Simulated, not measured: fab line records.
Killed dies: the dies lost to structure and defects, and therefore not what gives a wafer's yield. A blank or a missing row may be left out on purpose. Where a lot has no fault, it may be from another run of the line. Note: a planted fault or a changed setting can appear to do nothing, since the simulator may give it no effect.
fab line records	flow rit_cmos
[record] lots = 14	wafers = 42	last_day = 6
route steps=202 shown REOX@98 M1@202
lots with no fault: from the same line, run without faults
start_h: the number of hours between the record's first day and the start of the first shown wafer of the lot	wait_h: how many hours have passed since the lot's step before this one	" unchanged from the row above	L1.1+2: a single row standing in for several wafers	- no value present, or no start provided	* or withheld: withheld	< > ~ a bound
route shown NAME@n: NAME is a module with steps in the file, n the number in the route of the first one	usual: mean/standard deviation taken from wafers without a fault	same: alike in all rows	chamber/n: place in a boat	sites: each site's reading	_std_site: the values' standard deviation	_edge_site: inner sites' mean taken away from outer sites' mean	radius_mm: for every site, how far away it sits from the centre of the wafer	mask NAME#n: copy n	behind: tool/chamber where the wafer was last shaped	hold: cause of the lot's hold/its duration in hours/its outcome	device: names the non-switching transistor (n, p or np)	end of line: tests run on the same wafers once the route is complete	where a step has no rows: the recipe by itself	killed: not the wafer's yield, but the dies lost to structure and defects at the first sort	map: shows each die of a wafer: x if killed, . if not, _ if none is there
set.NAME: setting as actually run; set.NAME@STEP: the setting as run at that earlier step	model.NAME: the simulator's own value behind a step, which no gauge read
route steps across a sampled set of lots; one table per step, one row per wafer
services: a tool's chamber out of use, with start hour (start_h, from the record's first day; less than 0 if before it), hours out, and reason
[[steps]]
[step RIT_REOX_CLEAN_00]
[recipe] chemistry = SC1	mix = 3:3:50	time_s = 600	temp_c = 75
[usual] bath_guard_temp_C = 75.4/0.58	bath_heat_duty_pct = 15.3/1.7
lot.wafer	tool	chamber	start_h	wait_h	bath_guard_temp_C	bath_heat_duty_pct
L960.1	wet_bench-03	2	46.95	0.1	75.4	14.8
L960.2	"	2	"	"	75.3	15.2
L960.6	"	2	"	"	75.4	14.6
L961.2	wet_bench-01	3	49.18	0.1	76.1	13.9
L961.3	"	3	"	"	76.3	14.0
L961.4	"	3	"	"	76.0	15.0
L963.1	wet_bench-02	3	57.54	0.1	76.0	16.1
L963.3	"	3	"	"	76.2	16.5
L963.4	"	3	"	"	76.4	16.6
L964.2	wet_bench-01	1	61.78	0.1	75.5	12.5
L964.3	"	1	"	"	75.5	12.6
L964.4	"	1	"	"	75.7	13.1
L965.3	wet_bench-02	3	66.56	0.1	75.9	16.5
L965.5	"	3	"	"	76.2	18.3
L965.6	"	3	"	"	76.1	17.6
L966.1	wet_bench-03	3	72.25	0.1	75.7	17.2
L966.5	"	3	"	"	76.1	15.8
L966.6	"	3	"	"	76.1	16.6
L967.1	wet_bench-03	1	78.11	0.1	75.8	15.8
L967.2	"	1	"	"	75.9	16.1
L967.6	"	1	"	"	75.7	15.8
L969.1	wet_bench-01	1	86.65	0.1	75.7	13.7
L969.2	"	1	"	"	75.7	11.7
L969.6	"	1	"	"	75.8	13.3
L970.1	wet_bench-03	2	94.00	0.1	75.6	13.6
L970.2	"	2	"	"	75.6	14.2
L970.4	"	2	"	"	75.3	15.5
L971.1	wet_bench-02	2	96.92	0.1	74.0	14.4
L971.5	"	2	"	"	74.2	14.7
L971.6	"	2	"	"	74.2	14.4
L972.2	wet_bench-03	0	103.17	0.1	75.4	18.5
L972.4	"	0	"	"	75.1	17.0
L972.5	"	0	"	"	75.1	17.0
L973.1	wet_bench-03	1	109.81	0.1	76.0	15.9
L973.3	"	1	"	"	75.6	15.4
L973.6	"	1	"	"	75.6	14.9
L977.2	wet_bench-02	1	127.81	0.1	-	-
L977.4	"	1	"	"	-	-
L977.5	"	1	"	"	-	-
L978.1	wet_bench-02	1	133.53	0.1	-	-
L978.2	"	1	"	"	-	-
L978.4	"	1	"	"	-	-
[step RIT_M1_PROBE_99]
[usual] killed_at_front_end = 6/3.1	killed_dies = 6/3.1	killed_open = 3.4/1.9	killed_short = 3.1/2
[same] gross_dies = 264	killed_at_M0_to_M3 = 0	killed_at_M4_up = 0	killed_at_back_side = 0	killed_at_contacts = 0	killed_at_other = 0
lot.wafer	tool	chamber	start_h	wait_h	killed_at_front_end	killed_dies	killed_open	killed_short
L960.1	prober-01	-	66.20	0.1	8	8	2	6
L960.2	prober-01	-	66.25	0.1	8	8	3	5
L960.6	prober-01	-	66.45	0.2	2	2	2	0
L973.1	prober-01	-	129.34	0.1	10	10	5	5
L973.3	prober-01	-	129.44	0.2	12	12	7	5
L973.6	prober-01	-	129.59	0.2	12	12	8	4
L978.1	prober-02	-	153.19	0.1	3	3	2	1
L978.2	prober-02	-	153.24	0.1	3	3	2	1
L978.4	prober-02	-	153.34	0.2	6	6	3	3
// killed by level:class
L960.1 FOX1:geometric_particle:short=2 GATE:geometric_particle:open=2 GATE:geometric_particle:short=2 REOX:geometric_particle:short=1 SPACER:geometric_particle:short=1
L960.2 GATE:geometric_particle:short=2 FOX2:geometric_particle:short=1 GATE:geometric_particle:open=1 REOX:geometric_particle:open=1 REOX:geometric_particle:short=1 SPACER:geometric_particle:open=1 SILICIDE:geometric_particle:short=1
L960.6 GATE:geometric_particle:open=2
L973.1 SPACER:geometric_particle:open=3 GATE:geometric_particle:short=2 REOX:geometric_particle:short=2 FOX2:geometric_particle:open=1 GATE:geometric_particle:open=1 SPACER:geometric_particle:short=1
L973.3 GATE:geometric_particle:short=2 GATE:geometric_particle:open=2 REOX:geometric_particle:open=2 SPACER:geometric_particle:short=2 FOX2:geometric_particle:open=1 REOX:geometric_particle:short=1 SPACER:geometric_particle:open=1 SILICIDE:geometric_particle:open=1
L973.6 REOX:geometric_particle:open=6 REOX:geometric_particle:short=2 SILICIDE:geometric_particle:open=2 GATE:geometric_particle:short=1 SPACER:geometric_particle:short=1
L978.1 FOX2:geometric_particle:short=1 SPACER:geometric_particle:open=1 SILICIDE:geometric_particle:open=1
L978.2 GATE:geometric_particle:open=2 SILICIDE:geometric_particle:short=1
L978.4 SILICIDE:geometric_particle:open=3 SPACER:geometric_particle:short=2 FOX2:geometric_particle:short=1
[[services]]
tool	chamber	start_h	hours	kind
wet_bench-01	-	102.85	3.5	repair
[[key]]
[first_sign] step = RIT_REOX_CLEAN_00	reading = tool_record	direction = missing
effect none on later readings
met_at RIT_REOX_CLEAN_00
struck_lots L977,L978
tester_left_out L977,L978
onset_between 96.92 127.81
[fault] kind = skipped_step_whole	tool = wet_bench-02	chamber = -	onset_h = 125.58	steps = RIT_REOX_CLEAN_00	scope = struck_lots_only
// tester_left_out: of these lots the tester's yield and bins aren't shown, on N5 and GAA mostly nor the transistor test; their killed dies are dies lost to structure and defects alone, not to doping, threshold or leakage, so they don't give the yield
